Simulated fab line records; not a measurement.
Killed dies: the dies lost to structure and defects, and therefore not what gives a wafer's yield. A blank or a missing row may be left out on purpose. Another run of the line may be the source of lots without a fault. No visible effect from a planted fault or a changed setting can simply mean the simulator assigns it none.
The same fault as seen by 2 desks    flow berkeleyCmos170    what lay behind the numbers comes last; until then each desk has only its own

== FOR THE TOOL OWNER'S DESK: implanter-03 ==
The tool's own readings at UCB170_NSD_IMPLANT_08: means of the sampled wafers that have a number, for each lot that ran on this tool. Marked OUT: a lot whose mean sits more than 4 standard deviations from the usual mean, which makes it out of limits; the brackets give that distance.
Columns: A = doseIonsCm2 at UCB170_NSD_IMPLANT_08, usual 3e+15
lot   first seen here  A
L910  day 8 07:00      3e+15
L915  day 9 01:21      3e+15
L916  day 9 12:19      3e+15
L923  day 11 12:02     3e+15 (-13) OUT
L926  day 11 12:32     3e+15 (-14) OUT
This desk's verdict: out of limits on L923, L926, starting with L923 at day 11 12:02 (doseIonsCm2 at UCB170_NSD_IMPLANT_08). Within limits: L910, L915, L916.

== THE METROLOGY DESK ==
Lot by lot, what the gauges showed, no matter which tool ran the lot: averages of those sampled wafers that carry a number. Marked OUT: a lot whose mean sits more than 4 standard deviations from the usual mean, which makes it out of limits; the brackets give that distance.
Columns: A = PSD_RS at UCB170_SDANNEAL_RS_MEAS_02, usual 75.6 ohm/sq; B = NSD_RS at UCB170_SDANNEAL_RS_MEAS_03, usual 37.29 ohm/sq
lot   first seen here  A     B
L906  day 7 03:50      75.2  37.30
L907  day 8 00:07      75.3  37.26
L912  day 8 07:25      75.1  37.14
L910  day 8 08:44      75.1  37.13
L911  day 8 08:56      76.3  37.28
L913  day 9 03:05      75.8  37.36
L915  day 9 03:40      75.1  37.22
L917  day 9 13:29      75.6  37.30
L916  day 9 13:41      75.7  37.32
L921  day 11 01:51     75.6  37.33
L923  day 11 13:26     75.5  37.64
L924  day 11 13:37     75.5  37.34
L926  day 11 13:59     75.6  37.64
L928  day 12 08:04     75.8  37.46
Finding of this desk: none of the 14 lots has anything out of limits.

== TAKEN TOGETHER ==
On L923, L926, at day 11 12:02, an alarm was possible from the tool owner's desk.
Metrology desk: nothing out of limits seen.
The metrology desk holds a record of L923, L926, inside its limits.
The lots listed all ran UCB170_NSD_IMPLANT_08 on implanter-03.

== WHAT THE SIMULATOR HAD INSERTED ==
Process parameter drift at UCB170_NSD_IMPLANT_08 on implanter-03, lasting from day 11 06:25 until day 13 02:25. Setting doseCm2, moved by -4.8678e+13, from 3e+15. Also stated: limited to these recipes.
Shown lots that were struck: L923, L926.
How many hours passed from the start of the fault until each desk's first out-of-limits reading: the tool owner's desk, 6.
